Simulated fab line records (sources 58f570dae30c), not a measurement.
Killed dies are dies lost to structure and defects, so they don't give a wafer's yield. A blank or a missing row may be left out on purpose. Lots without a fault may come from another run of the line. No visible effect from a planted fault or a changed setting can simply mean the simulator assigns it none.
Shared-tool check    flow berkeley-cmos170    Sample size 15 lots and 54 wafers

WHY THIS WAS OPENED
3 of 15 lots carry a flag on the reading GATE_OXIDE_THK at UCB170_GATE_THK_MEAS_02. Fault-free wafers read 6.51 nm, with a standard deviation of 0.13.
Rule: flag the lot when none of its wafers has a number, or when each of its wafers that has one lies beyond 4 standard deviations from that mean. As for the other lots, they are considered sound.

lot   measured      on             GATE_OXIDE_THK (nm), wafer by wafer  flag
L409  day 5 14:57   film-metro-04  6.44 6.37 6.22                       
L410  day 5 23:40   film-metro-02  6.58 6.64 6.72                       
L411  day 6 07:44   film-metro-02  6.35 6.27 6.50                       
L413  day 6 19:34   film-metro-04  6.63 6.57 6.63                       
L414  day 6 19:35   film-metro-03  6.72 6.57 6.60                       
L415  day 7 11:46   film-metro-04  6.45 6.54 6.45                       
L418  day 7 11:46   film-metro-02  6.57 6.37 6.43                       
L416  day 7 11:46   film-metro-03  6.56 6.37 6.44                       
L419  day 7 20:18   film-metro-03  0.89 0.73 0.80 0.94 0.80 0.77        FLAGGED
L420  day 8 06:00   film-metro-03  0.88 0.98 1.00 0.92 0.98 1.03        FLAGGED
L421  day 8 06:01   film-metro-02  0.90 0.80 1.03 0.96 0.88 1.08        FLAGGED
L427  day 9 11:51   film-metro-02  6.62 6.66 6.63                       
L428  day 9 11:51   film-metro-03  6.51 6.66 6.45                       
L429  day 9 11:51   film-metro-04  6.54 6.60 6.61                       
L432  day 10 10:38  film-metro-02  6.65 6.68 6.72                       
On average the flagged lots' numbers are 0.91 nm, which is -5.60 nm against the usual, or -43 standard deviations.

TOOL THAT RAN EACH LOT
2 process steps preceding the reading are held in the record, out of 331 steps in the route. In each cell: the tool, then ch and the chambers that the sampled wafers went through, then the start.
lot   flag     UCB170_PWELL_STRIP_16                UCB170_GATE_OXIDATION_01
L409           plasma-asher-02 ch 0,1, day 2 23:22  furnace-04 ch 0, day 5 13:27
L410           plasma-asher-02 ch 0,1, day 3 07:10  furnace-02 ch 0, day 5 22:10
L411           plasma-asher-02 ch 0,1, day 3 14:22  furnace-04 ch 0, day 6 06:14
L413           plasma-asher-02 ch 0,1, day 4 01:06  furnace-02 ch 0, day 6 18:04
L414           plasma-asher-03 ch 0,1, day 4 07:01  furnace-02 ch 0, day 6 18:04
L415           plasma-asher-01 ch 0,1, day 4 16:02  furnace-04 ch 0, day 7 10:16
L418           plasma-asher-03 ch 0,1, day 4 15:46  furnace-04 ch 0, day 7 10:16
L416           plasma-asher-02 ch 1, day 4 15:56    furnace-04 ch 0, day 7 10:16
L419  FLAGGED  plasma-asher-01 ch 0,1, day 5 00:43  furnace-04 ch 0, day 7 18:48
L420  FLAGGED  plasma-asher-02 ch 0,1, day 5 12:46  furnace-04 ch 0, day 8 04:30
L421  FLAGGED  plasma-asher-02 ch 0,1, day 5 13:02  furnace-04 ch 0, day 8 04:30
L427           plasma-asher-02 ch 0,1, day 7 03:20  furnace-02 ch 0, day 9 10:20
L428           plasma-asher-02 ch 0, day 6 23:42    furnace-02 ch 0, day 9 10:20
L429           plasma-asher-01 ch 0,1, day 7 03:33  furnace-02 ch 0, day 9 10:20
L432           plasma-asher-02 ch 0,1, day 7 18:39  furnace-03 ch 0, day 10 09:08
What the steps here do:
- UCB170_PWELL_STRIP_16: strips in O2.
- UCB170_GATE_OXIDATION_01: target thk 6.6 nm, ox time 1800 s.
- UCB170_GATE_THK_MEAS_02

FLAGGED OVER TOTAL, TOOL BY TOOL (the gauges that took the reading come last)
step                      tool             lots run  flagged  share of the flagged lots  sound lots run after its first flagged lot
UCB170_PWELL_STRIP_16     plasma-asher-01  3         1        some                       1 (L429)
UCB170_PWELL_STRIP_16     plasma-asher-02  10        2        some                       3 (L428,L427,L432)
UCB170_PWELL_STRIP_16     plasma-asher-03  2         0        none                       -
UCB170_GATE_OXIDATION_01  furnace-02       6         0        none                       -
UCB170_GATE_OXIDATION_01  furnace-03       1         0        none                       -
UCB170_GATE_OXIDATION_01  furnace-04       8         3        all                        0
UCB170_GATE_THK_MEAS_02   film-metro-02    6         1        some                       2 (L427,L432)
UCB170_GATE_THK_MEAS_02   film-metro-03    5         2        some                       1 (L428)
UCB170_GATE_THK_MEAS_02   film-metro-04    4         0        none                       -

WHAT IS ALLOWED BY THE TABLE
In the table, 1 row covers all flagged lots: furnace-04 at UCB170_GATE_OXIDATION_01.
- furnace-04 at UCB170_GATE_OXIDATION_01 ran 8 lots, 3 of them flagged. It ran its last sound lot, L415, at day 7 10:16 and its first flagged lot, L419, at day 7 18:48: a fault with its onset between the two fits. Its own readings lie more than 4 standard deviations out on every wafer of the flagged lots: spike-tc-centre-C, spike-tc-load-C, spike-tc-source-C, tube-center-temp-C, tube_center_temp_C_max.
One tool is left: furnace-04 at UCB170_GATE_OXIDATION_01.

WHAT THE SIMULATOR HAD PUT IN
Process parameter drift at UCB170_GATE_OXIDATION_01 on furnace-04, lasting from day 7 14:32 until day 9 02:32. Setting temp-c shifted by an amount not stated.
Struck lots among those shown: L419, L420, L421. The rule given above showed the same thing.
